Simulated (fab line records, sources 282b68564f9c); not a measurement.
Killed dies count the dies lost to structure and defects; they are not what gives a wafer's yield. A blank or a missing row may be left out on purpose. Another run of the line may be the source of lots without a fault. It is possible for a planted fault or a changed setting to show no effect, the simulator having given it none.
Which tool was responsible? | flow rit_cmos | Sampling: 14 lots, 42 wafers, 4 of 202 route steps

## WHAT EACH GAUGE READ, for each wafer
RIT_PWELL_OVL_MEAS_06.
lot  | measured    | on         | PWELL_OVL (nm)
L752 | day 2 04:04 | overlay-02 | 0.9 3.0 1.7
L753 | day 2 08:08 | overlay-01 | 1.6 0.4 1.3
L754 | day 2 12:56 | overlay-01 | 3.6 2.8 2.2
L755 | day 2 19:10 | overlay-01 | -0.8 -1.7 -0.7
L756 | day 2 23:52 | overlay-01 | 1.8 3.4 1.9
L758 | day 3 10:50 | overlay-01 | 0.9 0.3 -0.9
L759 | day 3 14:31 | overlay-02 | 1.8 1.2 1.5
L760 | day 3 18:44 | overlay-01 | 0.8 0.6 -0.7
L761 | day 4 00:04 | overlay-01 | 2.0 4.0 2.4
L766 | day 5 00:46 | overlay-01 | 0.0 -1.8 -0.5
L767 | day 5 06:18 | overlay-01 | -2.0 0.8 -0.9
L769 | day 5 16:59 | overlay-02 | -0.1 0.1 1.7
L770 | day 5 20:46 | overlay-01 | -0.4 -0.2 -2.1
L771 | day 6 01:56 | overlay-01 | 0.6 -0.8 0.4

RIT_NLDD_TW_MEAS_10.
lot  | measured    | on            | NLDD_TW
L752 | day 2 23:19 | film_metro-04 | 2467 2469 2485
L753 | day 3 05:59 | film_metro-01 | 2512 2504 2517
L754 | day 3 10:22 | film_metro-03 | 2482 2477 2487
L755 | day 3 14:44 | film_metro-03 | 2477 2489 2478
L756 | day 3 19:27 | film_metro-01 | 2511 2526 2514
L758 | day 4 06:32 | film_metro-01 | 2519 2505 2512
L759 | day 4 11:28 | film_metro-04 | 2480 2495 2477
L760 | day 4 14:17 | film_metro-01 | 2520 2511 2519
L761 | day 4 19:45 | film_metro-01 | 2827 2846 2826
L766 | day 5 20:00 | film_metro-01 | 2509 2511 2486
L767 | day 6 01:26 | film_metro-03 | 2782 2785 2805
L769 | day 6 12:34 | film_metro-04 | 2486 2493 2492
L770 | day 6 18:25 | film_metro-04 | 2493 2494 2487
L771 | day 7 01:04 | film_metro-01 | 2490 2507 2511

RIT_SDANNEAL_RS_MEAS_07: a four-point-probe measurement.
lot  | measured    | on            | NLDD_RS (ohm/sq)
L752 | day 3 07:25 | film_metro-04 | 151.2 151.8 151.2
L753 | day 3 13:58 | film_metro-03 | 151.7 151.5 151.3
L754 | day 3 18:00 | film_metro-03 | 151.4 151.8 151.5
L755 | day 3 22:35 | film_metro-03 | 152.2 152.4 152.3
L756 | day 4 03:05 | film_metro-01 | 151.7 151.4 151.3
L758 | day 4 14:19 | film_metro-03 | 150.9 151.5 151.4
L759 | day 4 20:22 | film_metro-03 | 151.0 150.9 151.3
L760 | day 4 22:26 | film_metro-03 | 151.0 151.5 151.1
L761 | day 5 03:55 | film_metro-04 | 103.9 103.3 104.0
L766 | day 6 04:17 | film_metro-01 | 152.0 152.4 152.3
L767 | day 6 09:21 | film_metro-01 | 103.1 103.4 102.9
L769 | day 6 20:38 | film_metro-03 | 150.9 150.9 150.7
L770 | day 7 02:20 | film_metro-01 | 150.5 151.0 150.6
L771 | day 7 08:47 | film_metro-04 | 152.1 151.8 152.1

## WHAT TOOL EACH LOT RAN ON (gives the tool, then ch and the chambers of the sampled wafers, and finally the start)
lot  | RIT_NLDD_IMPLANT_08
L752 | implanter-04 ch 0, day 2 22:59
L753 | implanter-04 ch 0, day 3 05:41
L754 | implanter-04 ch 0, day 3 10:02
L755 | implanter-02 ch 0, day 3 14:24
L756 | implanter-04 ch 0, day 3 19:07
L758 | implanter-03 ch 0, day 4 06:12
L759 | implanter-03 ch 0, day 4 11:09
L760 | implanter-02 ch 0, day 4 13:58
L761 | implanter-03 ch 0, day 4 19:25
L766 | implanter-04 ch 0, day 5 19:40
L767 | implanter-03 ch 0, day 6 01:07
L769 | implanter-02 ch 0, day 6 12:16
L770 | implanter-04 ch 0, day 6 18:07
L771 | implanter-02 ch 0, day 7 00:44
- RIT_NLDD_IMPLANT_08

## WHAT THE TOOLS THEMSELVES READ (means of the sampled wafers that have a number; where no wafer has one, the mark that the record gives instead)
RIT_NLDD_IMPLANT_08.
lot  | tool         | beam_energy_keV | dose_ions_cm2 | end_station_pressure_torr (Torr) | faraday_current_uA
L752 | implanter-04 | 20.004          | 5e+14         | 6.23e-06                         | 1596
L753 | implanter-04 | 19.999          | 5e+14         | 6.27e-06                         | 1542
L754 | implanter-04 | 20.005          | 5e+14         | 6.15e-06                         | 1592
L755 | implanter-02 | 19.995          | 5e+14         | 6.34e-06                         | 1554
L756 | implanter-04 | 20.007          | 5e+14         | 6.23e-06                         | 1561
L758 | implanter-03 | 19.998          | 5e+14         | 6.09e-06                         | 1574
L759 | implanter-03 | 20.005          | 5e+14         | 6.11e-06                         | 1590
L760 | implanter-02 | 20.003          | 5e+14         | 6.11e-06                         | 1583
L761 | implanter-03 | 20.009          | 8e+14         | 7.06e-06                         | 2506
L766 | implanter-04 | 20.005          | 5e+14         | 6.30e-06                         | 1590
L767 | implanter-03 | 19.993          | 8e+14         | 7.37e-06                         | 2520
L769 | implanter-02 | 20.007          | 5e+14         | 6.14e-06                         | 1581
L770 | implanter-04 | 20.000          | 5e+14         | 6.08e-06                         | 1560
L771 | implanter-02 | 19.994          | 5e+14         | 6.51e-06                         | 1550

## THE ANSWER, worked out from the rows above alone
Rule: usual is defined by the lots themselves. Put in order of their means at a reading, lots are off if they are a third of the lots or fewer, leave a main group of 4 or more, and stand apart from it by a gap of 3 or more times the standard deviation of the main group's means; of several such gaps the widest counts. A main group whose means are all the same, to the digits that the tables above print for the reading, isn't used. A lot without any number at a reading at which 4 lots or more have one is off too. Any other lot the step has rows for is counted as sound. After the gauges, taken in route order, come the tools' own readings; for these a lot's mean is taken, as printed above. The first step at which some lot is off is used, and at that step the reading that is off furthest; a lot without a number counts as furthest.
Off: L761, L767, at RIT_NLDD_TW_MEAS_10 (NLDD_TW). Mean 2497 and standard deviation 15 in the main group.
A tool fits if, at a process step before that reading, it ran every lot that is off, and no sound lot after the first of them. Not tried: the gauges at RIT_NLDD_TW_MEAS_10; whatever is off there is also off at RIT_NLDD_IMPLANT_08, on other tools, and gauge error can't account for it. One fits: implanter-03 at RIT_NLDD_IMPLANT_08. Its last sound lot is L759 (day 4 11:09), its first lot that is off L761 (day 4 19:25): a fault that began between those two fits.
The tool's own readings at RIT_NLDD_IMPLANT_08 bear it out: on the lots that are off they differ by more than 5 times the standard deviation of the sound lots' means. dose_ions_cm2 reads 8e+14 there against 5e+14 on the sound lots; end_station_pressure_torr reads 7.21e-06 Torr there against 6.21e-06 Torr on the sound lots; faraday_current_uA reads 2513 there against 1573 on the sound lots.

## WHAT WAS PUT IN BY THE SIMULATOR
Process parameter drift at RIT_NLDD_IMPLANT_08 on implanter-03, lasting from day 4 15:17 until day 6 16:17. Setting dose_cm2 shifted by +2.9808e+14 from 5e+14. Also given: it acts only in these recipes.
Struck lots among those shown: L761, L767. The rule given above showed the same thing.
